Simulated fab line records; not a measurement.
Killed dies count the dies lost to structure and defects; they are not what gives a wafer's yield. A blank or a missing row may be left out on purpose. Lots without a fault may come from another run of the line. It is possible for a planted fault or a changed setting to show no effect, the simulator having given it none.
Comparing a struck lot with a sound one -- flow ritCmos -- 17 out of 202 route steps
Sound: these wafers, L873.2, L873.3, L873.6. Struck: wafers L881.1, L881.3, L881.6. Last of all comes the cause.
Order at every step that has rows: each side's tool, ch and its chambers, its first start. Under that, the readings that differ: sound wafers -- struck wafers -- difference of the means -- sigmas: that difference in standard deviations of wafers without a fault.
alike: readings with means less than 2 such deviations apart, plus words and numbers identical on both sides. not compared: withheld readings, readings lacking a value on some wafer, bounds such as >300 that could conceal the same value, and numbers that have no deviation in the record and whose values overlap.
Wherever a step has rows on one side only, a row that says differs or no value, or a row with sigmas, the two part there. Numbers that have no deviation but don't overlap get no sigmas and don't part them. A reading missing from all wafers of one side parts the sides only when that side holds two or more wafers.

RIT_NWELL_TW_MEAS_10:
  sound on filmMetro-04 at day 3 03:59; struck on filmMetro-04 at day 4 20:08
  alike: NWELL_TW
then, 6 steps without rows for these wafers: RIT_PWELL_HMDS_00 (prime time 60 s); RIT_PWELL_COAT_01 (resist thk 1300 nm); RIT_PWELL_SOFTBAKE_02 (time 60 s); RIT_PWELL_EXPOSE_03 (exposes mask M3, target cd 43700 nm); RIT_PWELL_PEB_04; RIT_PWELL_DEVELOP_05 (develop time 68 s).
RIT_PWELL_OVL_MEAS_06:
  sound on overlay-01 at day 3 05:07; struck on overlay-01 at day 4 21:05
  alike: PWELL_OVL
then, 2 steps without rows for these wafers: RIT_PWELL_HARDBAKE_07 (time 120 s); RIT_PWELL_IMPLANT_08.
RIT_PWELL_STRIP_09: strips in O2, time 180 s.
  sound on plasmaAsher-03 ch 0,1, day 3 05:33; struck on plasmaAsher-02 ch 0,1, day 4 21:31
  alike: drypumpMotorCurrentA
  not compared: rfHoursCounterH
RIT_PWELL_TW_MEAS_10:
  sound on filmMetro-04 at day 3 05:44; struck on filmMetro-04 at day 4 21:41
  alike: PWELL_TW
RIT_WELLDRIVE_ANNEAL_00: time 14700 s.
  sound on furnace-02 ch 0, day 3 05:47; struck on furnace-02 ch 0, day 4 21:45
reading,sound,struck,difference,sigmas
spikeTcCentreC (C),1101.8 1104.1 1102.0,1123.4 1125.3 1123.3,+21.4,+19
spikeTcLoadC (C),1127.3 1126.4 1126.9,1147.9 1150.3 1147.8,+21.8,+9
spikeTcSourceC (C),1123.2 1121.5 1124.1,1143.7 1144.3 1141.6,+20.3,+7
tubeCenterTempC (C),1100 1100 1100.1,1121.9 1122 1121.9,+21.9,+99 or more
tube_center_temp_C_max,1102.3 1103.0 1102.6,1124.1 1124.2 1124.3,+21.6,+47
RIT_WELLDRIVE_RS_MEAS_01: uses a four-point probe to measure.
  sound on filmMetro-02 at day 3 10:53; struck on filmMetro-01 at day 5 02:50
reading,sound,struck,difference,sigmas
NWELL_RS (ohm/sq),275.2 274.5 275.0,252.2 251.8 251.4,-23.1,-36
RIT_WELLDRIVE_RS_MEAS_02: uses a four-point probe to measure.
  sound on filmMetro-02 at day 3 11:01; struck on filmMetro-01 at day 5 02:57
reading,sound,struck,difference,sigmas
PWELL_RS (ohm/sq),430.8 431.2 431.5,405.5 405.0 405.3,-25.9,-22
then, 1 step without rows for these wafers: RIT_NRETRO_HMDS_00 (prime time 60 s).
RIT_M1_PROBE_99:
  sound on prober-01 at day 4 15:37; struck on prober-02 at day 6 07:49
reading,sound,struck,difference,sigmas
killedAtFrontEnd,4 3 4,8 17 8,+7,+3
killedDies,4 3 4,8 17 8,+7,+3
killedOpen,1 2 2,3 10 7,+5,+2
model.etest.nmos_0p3.rOnOhmUm,2145 2152 2187,2137 2144 2116,-29,
model.etest.nwellPinched.rsOhmSq,342.1 339.1 340.7,293 298.1 292.1,-46,
model.etest.pwellPinched.rsOhmSq,462.6 465.1 474.8,419.4 422.9 425,-45.1,
model.etest.pwell.rsOhmSq,419.5 419.4 424.7,390.7 391.5 392.5,-29.6,
model.etest.nmosNarrow.driveUaUm,225.3 226.5 223.5,236.2 241.9 235,+12.6,
model.etest.nmos_0p3.driveUaUm,224.7 223.5 225,233.4 233.3 229.8,+7.8,
  alike: killedAtContacts, killedShort
  not compared: model.etest.nmosTurned.driveUaUm, model.etest.nmos_0p15.driveUaUm

WHERE THEY PART
First at RIT_WELLDRIVE_ANNEAL_00; last, within this record, at RIT_M1_PROBE_99.

WHY: what the simulator had put in
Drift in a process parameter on furnace-02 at RIT_WELLDRIVE_ANNEAL_00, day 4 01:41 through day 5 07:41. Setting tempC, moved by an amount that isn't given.
